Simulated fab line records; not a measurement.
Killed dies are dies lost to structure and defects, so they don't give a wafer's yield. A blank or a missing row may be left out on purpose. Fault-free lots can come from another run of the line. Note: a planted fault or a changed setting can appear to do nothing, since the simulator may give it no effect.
Which tool is to blame?    flow rit-cmos    Sampling: 13 lots, 39 wafers, 2 of 202 route steps

WHAT THE GAUGES READ, wafer by wafer
RIT_NRETRO_TW_MEAS_10.
lot   measured     on             NRETRO_TW
L270  day 2 07:09  film-metro-04  1054 1055 1052
L271  day 2 11:25  film-metro-04  1055 1052 1057
L272  day 2 16:28  film-metro-04  1058 1060 1060
L273  day 2 23:12  film-metro-02  1042 1041 1043
L274  day 3 02:35  film-metro-04  1068 1061 1058
L275  day 3 07:35  film-metro-02  1037 1040 1039
L277  day 3 21:05  film-metro-03  1091 1093 1090
L283  day 5 01:26  film-metro-03  1090 1086 1081
L287  day 5 19:46  film-metro-03  1053 1053 1053
L288  day 6 01:59  film-metro-02  1051 1042 1044
L290  day 6 09:26  film-metro-03  1061 1060 1069
L291  day 6 15:23  film-metro-02  1038 1045 1047
L292  day 6 21:41  film-metro-03  1066 1053 1062

WHAT TOOL EACH LOT RAN ON (gives the tool, then ch and the chambers of the sampled wafers, and finally the start)
lot   RIT_NRETRO_IMPLANT_08
L270  implanter-04 ch 0, day 2 06:50
L271  implanter-02 ch 0, day 2 11:06
L272  implanter-02 ch 0, day 2 16:09
L273  implanter-02 ch 0, day 2 22:53
L274  implanter-03 ch 0, day 3 02:17
L275  implanter-02 ch 0, day 3 07:18
L277  implanter-03 ch 0, day 3 20:47
L283  implanter-03 ch 0, day 5 01:08
L287  implanter-02 ch 0, day 5 19:26
L288  implanter-04 ch 0, day 6 01:41
L290  implanter-02 ch 0, day 6 09:09
L291  implanter-04 ch 0, day 6 15:07
L292  implanter-02 ch 0, day 6 21:22
- RIT_NRETRO_IMPLANT_08

WHAT THE TOOLS THEMSELVES READ (means of the sampled wafers that have a number; where no wafer has one, the mark that the record gives instead)
RIT_NRETRO_IMPLANT_08.
lot   tool          beam-energy-keV
L270  implanter-04  70.026
L271  implanter-02  69.993
L272  implanter-02  70.018
L273  implanter-02  69.979
L274  implanter-03  69.986
L275  implanter-02  69.993
L277  implanter-03  79.085
L283  implanter-03  79.102
L287  implanter-02  69.998
L288  implanter-04  69.992
L290  implanter-02  69.988
L291  implanter-04  69.977
L292  implanter-02  70.011

THE ANSWER, worked out from the rows above alone
Rule: the usual values come from the lots themselves. Put in order of their means at a reading, lots are off if they are a third of the lots or fewer, leave a main group of 4 or more, and stand apart from it by a gap of 3 or more times the standard deviation of the main group's means; of several such gaps the widest counts. The tables above print the reading to a certain number of digits; a main group whose means all agree to those digits is not used. A lot without any number at a reading at which 4 lots or more have one is off too. Where the step has rows for the other lots, those lots are counted as sound. Order of review: gauges by route order, followed by the tools' own readings, for which a lot's mean as printed above is used. At the first step where some lot is off, the reading lying furthest off is the one used; lots without a number count as furthest.
Off: L277, L283, at RIT_NRETRO_IMPLANT_08 (beam-energy-keV). For the main group the mean is 69.996 and the standard deviation 0.015.
If a tool, at that step or one of the process steps before it, ran each lot that is off and ran no sound lot following the first of them, it fits. One fits: implanter-03 at RIT_NRETRO_IMPLANT_08. Its last sound lot is L274 (day 3 02:17), its first lot that is off L277 (day 3 20:47): a fault that began between those two fits.
On the lots that are off, the tool's own readings at RIT_NRETRO_IMPLANT_08 differ by more than 5 times the standard deviation of the sound lots' means, which bears it out; beam-energy-keV reads 79.094 there versus 69.996 on the sound lots.

WHAT THE SIMULATOR PUT IN
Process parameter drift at RIT_NRETRO_IMPLANT_08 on implanter-03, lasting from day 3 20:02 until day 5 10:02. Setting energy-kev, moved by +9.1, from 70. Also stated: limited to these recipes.
Lots struck among those shown: L277, L283. The rule above found the same.
